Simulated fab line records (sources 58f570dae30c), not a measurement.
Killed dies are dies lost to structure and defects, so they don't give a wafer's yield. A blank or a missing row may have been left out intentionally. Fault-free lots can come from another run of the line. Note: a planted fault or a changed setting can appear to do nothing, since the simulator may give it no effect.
Which tool was responsible?	flow berkeley cmos170	42 wafers from 14 lots sampled at 6 of the route's 331 steps

WHAT THE GAUGES SHOWED, per wafer
UCB170_CONTACT_THK_MEAS_02. Usual: CONTACT_PSG_THK typically reads 702 nm, with standard deviation 5.7.
lot	measured	on	CONTACT_PSG_THK (nm)	flag
L549	day 7 09:56	film metro-04	701 696 698	
L550	day 7 11:43	film metro-02	705 712 710	
L552	day 8 08:40	film metro-04	698 705 703	
L551	day 8 08:53	film metro-02	700 699 704	
L553	day 8 14:23	film metro-01	692 701 704	
L556	day 9 11:10	film metro-02	700 699 701	
L557	day 9 11:11	film metro-04	702 701 706	
L558	day 9 11:23	film metro-01	876 876 880	OFF
L555	day 9 12:57	film metro-01	704 711 706	
L560	day 9 16:32	film metro-01	701 703 704	
L563	day 10 18:59	film metro-01	876 877 881	OFF
L562	day 10 19:32	film metro-02	703 704 707	
L569	day 11 21:06	film metro-02	720 720 717	
L572	day 12 07:53	film metro-02	692 699 693	

UCB170_M1_CD_MEAS_09: the cd target is 700 nm. Usual: 700.5 nm for cd nm, sd 1.4.
lot	measured	on	cd nm (nm)	flag
L549	day 7 13:59	cd sem-01	700.7 698.3 699.8	
L550	day 7 15:50	cd sem-02	702.2 701.2 700.8	
L552	day 8 12:27	cd sem-01	702.3 702.0 701.4	
L551	day 8 12:41	cd sem-02	702.2 701.4 701.1	
L553	day 8 19:54	cd sem-01	698.3 697.2 699.4	
L556	day 9 15:48	cd sem-01	701.3 700.3 701.4	
L557	day 9 16:32	cd sem-02	701.3 699.6 700.4	
L558	day 9 16:34	cd sem-01	700.3	
L555	day 9 17:07	cd sem-01	701.7 702.5 702.1	
L560	day 10 00:21	cd sem-02	697.7 698.9 699.4	
L563	day 10 23:00	cd sem-02	699.1	
L562	day 10 23:27	cd sem-02	699.0 700.3 698.8	
L569	day 12 01:02	cd sem-02	697.3 699.6 698.7	
L572	day 12 12:01	cd sem-02	703.7 703.3 704.2	

WHICH TOOL RAN EACH LOT (tool, then ch and the chambers of the sampled wafers, then the start)
lot	UCB170_SILICIDE_RTA_04	UCB170_CONTACT_CVD_01	UCB170_CONTACT_ETCH_17	UCB170_CONTACT_ETCH_18
L549	rtp anneal-01 ch 0, day 7 07:53	lpcvd-02 ch 0, day 7 08:09	rie diel-04 ch 0,2,3, day 7 11:55	rie diel-04 ch 0,2,3, day 7 13:59 or earlier
L550	rtp anneal-02 ch 0, day 7 08:17	lpcvd-02 ch 1, day 7 09:56	rie diel-02 ch 0,2,3, day 7 13:52	rie diel-02 ch 0,2,3, day 7 15:50 or earlier
L552	rtp anneal-01 ch 0, day 8 06:37	lpcvd-02 ch 1, day 8 06:52	rie diel-04 ch 0,1,3, day 8 10:38	rie diel-04 ch 0,1,3, day 8 12:27 or earlier
L551	rtp anneal-02 ch 0, day 8 06:48	lpcvd-01 ch 1, day 8 07:05	rie diel-01 ch 0,2,3, day 8 10:52	rie diel-01 ch 0,2,3, day 8 12:41 or earlier
L553	rtp anneal-01 ch 0, day 8 12:19	lpcvd-02 ch 0, day 8 12:35	rie diel-02 ch 1,2, day 8 17:55	rie diel-02 ch 1,2, day 8 19:54 or earlier
L556	rtp anneal-01 ch 0, day 9 09:05	lpcvd-01 ch 0, day 9 09:23	rie diel-01 ch 1,2, day 9 13:49	rie diel-01 ch 1,2, day 9 15:48 or earlier
L557	rtp anneal-02 ch 0, day 9 09:08	lpcvd-01 ch 0, day 9 09:23	rie diel-02 ch 0,1,2, day 9 14:00	rie diel-02 ch 0,1,2, day 9 16:32 or earlier
L558	rtp anneal-02 ch 0, day 9 09:19	lpcvd-02 ch 1, day 9 09:36	rie diel-04 ch 0,1,3, day 9 14:05	rie diel-04 ch 0,1,3, day 9 16:34 or earlier
L555	rtp anneal-01 ch 0, day 9 09:35	lpcvd-01 ch 0, day 9 11:10	rie diel-01 ch 2,3, day 9 15:18	rie diel-01 ch 2,3, day 9 17:07 or earlier
L560	rtp anneal-01 ch 0, day 9 12:56	lpcvd-01 ch 0, day 9 14:44	rie diel-02 ch 1,2, day 9 18:23	rie diel-02 ch 1,2, day 10 00:21 or earlier
L563	rtp anneal-01 ch 0, day 10 16:55	lpcvd-02 ch 1, day 10 17:11	rie diel-02 ch 0,1,2, day 10 21:09	rie diel-02 ch 0,1,2, day 10 23:00 or earlier
L562	rtp anneal-02 ch 0, day 10 17:28	lpcvd-01 ch 1, day 10 17:44	rie diel-04 ch 0,1, day 10 21:38	rie diel-04 ch 0,1, day 10 23:27 or earlier
L569	rtp anneal-02 ch 0, day 11 18:10	lpcvd-01 ch 0, day 11 18:26	rie diel-02 ch 1,2, day 11 23:16	rie diel-02 ch 1,2, day 12 01:02 or earlier
L572	rtp anneal-02 ch 0, day 12 02:22	lpcvd-01 ch 0, day 12 05:11	rie diel-04 ch 1,2, day 12 09:56	rie diel-04 ch 1,2, day 12 12:01 or earlier
- UCB170_SILICIDE_RTA_04: time 15 s.
- UCB170_CONTACT_CVD_01: deposits PSG from SiH4/O2/PH3, target thk 700 nm, time 2820 s.
- UCB170_CONTACT_ETCH_17: etches BARC in N2/H2.
- UCB170_CONTACT_ETCH_18: etches PSG in CHF3/CF4/Ar, stops on TiSi2, target depth 840 nm, time 195 s.

AS READ BY THE TOOLS THEMSELVES (means over the sampled wafers that have a number; for cases with no such wafer, the mark the record gives instead)
UCB170_SILICIDE_RTA_04. Usual: lamp power pct 11.2 %, standard deviation 0.6; wafer_temp_C_max 653.0, standard deviation 0.6.
lot	tool	lamp power pct (%)	wafer_temp_C_max	flag
L549	rtp anneal-01	10.5	652.5	
L550	rtp anneal-02	11.7	652.7	
L552	rtp anneal-01	10.5	653.2	
L551	rtp anneal-02	11.7	653.1	
L553	rtp anneal-01	10.5	653.3	
L556	rtp anneal-01	10.5	652.9	
L557	rtp anneal-02	11.7	653.2	
L558	rtp anneal-02	11.7	652.4	
L555	rtp anneal-01	10.5	652.5	
L560	rtp anneal-01	10.5	652.5	
L563	rtp anneal-01	10.5	652.8	
L562	rtp anneal-02	11.7	652.8	
L569	rtp anneal-02	11.7	653.2	
L572	rtp anneal-02	11.7	652.8	

UCB170_CONTACT_CVD_01. Usual: 299.9 mTorr for pressure mtorr, sd 0.61.
lot	tool	pressure mtorr (mTorr)	flag
L549	lpcvd-02	299.9	
L550	lpcvd-02	299.4	
L552	lpcvd-02	299.9	
L551	lpcvd-01	299.8	
L553	lpcvd-02	300.1	
L556	lpcvd-01	300.8	
L557	lpcvd-01	300.6	
L558	lpcvd-02	300.3	
L555	lpcvd-01	299.5	
L560	lpcvd-01	300.0	
L563	lpcvd-02	299.8	
L562	lpcvd-01	299.3	
L569	lpcvd-01	299.6	
L572	lpcvd-01	300.1	

UCB170_CONTACT_ETCH_17. Usual: chamber pressure mTorr 30.004 mTorr, standard deviation 0.027; drypump motor current A 5.9 A, standard deviation 0.53; n2 flow sccm 100.00 sccm, standard deviation 0.29; oes product au 0.994 a.u., standard deviation 0.02; throttle valve pct 13.29 %, standard deviation 0.18.
lot	tool	chamber pressure mTorr (mTorr)	drypump motor current A (A)	n2 flow sccm (sccm)	oes product au (a.u.)	throttle valve pct (%)	flag
L549	rie diel-04	29.993	5.9	100.06	1.026	13.39	
L550	rie diel-02	29.963	6.3	99.71	0.985	13.05	
L552	rie diel-04	29.993	5.5	99.93	0.999	13.41	
L551	rie diel-01	30.010	6.0	100.05	0.994	13.28	
L553	rie diel-02	30.007	6.1	100.03	0.988	13.17	
L556	rie diel-01	30.007	6.3	100.05	0.976	13.22	
L557	rie diel-02	30.029	6.2	100.26	0.984	13.12	
L558	rie diel-04	29.999	5.5	100.28	0.999	13.42	
L555	rie diel-01	30.006	6.3	99.69	0.983	13.29	
L560	rie diel-02	29.993	5.9	99.96	0.996	13.29	
L563	rie diel-02	30.000	6.2	100.12	0.989	13.12	
L562	rie diel-04	29.996	5.5	99.81	0.991	13.39	
L569	rie diel-02	29.993	5.9	99.73	1.005	13.29	
L572	rie diel-04	30.000	5.2	99.90	0.991	13.57	

UCB170_CONTACT_ETCH_18. Usual: chamber pressure mTorr 200.01 mTorr, standard deviation 0.18; drypump motor current A 5.9 A, standard deviation 0.53; oes product au 0.884 a.u., standard deviation 0.012; throttle valve pct 6.93 %, standard deviation 0.12.
lot	tool	chamber pressure mTorr (mTorr)	drypump motor current A (A)	oes product au (a.u.)	throttle valve pct (%)	flag
L549	rie diel-04	200.03	5.9	0.889	6.97	
L550	rie diel-02	200.11	6.4	0.883	6.78	
L552	rie diel-04	199.96	5.5	0.887	6.99	
L551	rie diel-01	200.03	6.0	0.883	6.92	
L553	rie diel-02	200.05	6.1	0.885	6.90	
L556	rie diel-01	200.08	6.3	0.885	6.90	
L557	rie diel-02	199.87	6.2	0.893	6.86	
L558	rie diel-04	199.95	5.5	0.997	7.00	OFF
L555	rie diel-01	200.20	6.3	0.887	6.93	
L560	rie diel-02	200.10	5.9	0.894	6.97	
L563	rie diel-02	199.94	6.2	0.988	6.87	OFF
L562	rie diel-04	199.99	5.5	0.881	7.03	
L569	rie diel-02	199.92	5.9	0.905	6.96	
L572	rie diel-04	200.07	5.2	0.880	7.13	

THE ANSWER, worked out from the rows above alone
Rule: a lot counts as off when the mean over its wafers that have a number is more than 3 standard deviations away from the usual mean. Also off: a lot with no number at a reading for which 4 or more lots have one. All remaining lots with rows at the step are treated as sound. First the gauges in route order, then the tools' own readings, where a lot's mean is used as printed above. The first step at which some lot is off is used, and at that step the reading that is off furthest; a lot without a number counts as furthest.
Off: L558, L563, seen at UCB170_CONTACT_THK_MEAS_02 (CONTACT_PSG_THK).
If a tool, at a process step before that reading, ran all the lots that are off and no sound lot after the first of them, it fits. Not tried: the gauges at UCB170_CONTACT_THK_MEAS_02; whatever is off there is also off at UCB170_CONTACT_ETCH_18, on other tools, and gauge error can't account for it. One fits: lpcvd-02 at UCB170_CONTACT_CVD_01. Its last sound lot is L553 (day 8 12:35), its first lot that is off L558 (day 9 09:36): a fault that began between those two fits.

WHAT THE SIMULATOR HAD PUT IN
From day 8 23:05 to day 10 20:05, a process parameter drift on lpcvd-02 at UCB170_CONTACT_CVD_01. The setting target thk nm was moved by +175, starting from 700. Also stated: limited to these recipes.
Shown lots that were struck: L558, L563. The rule given above showed the same thing.
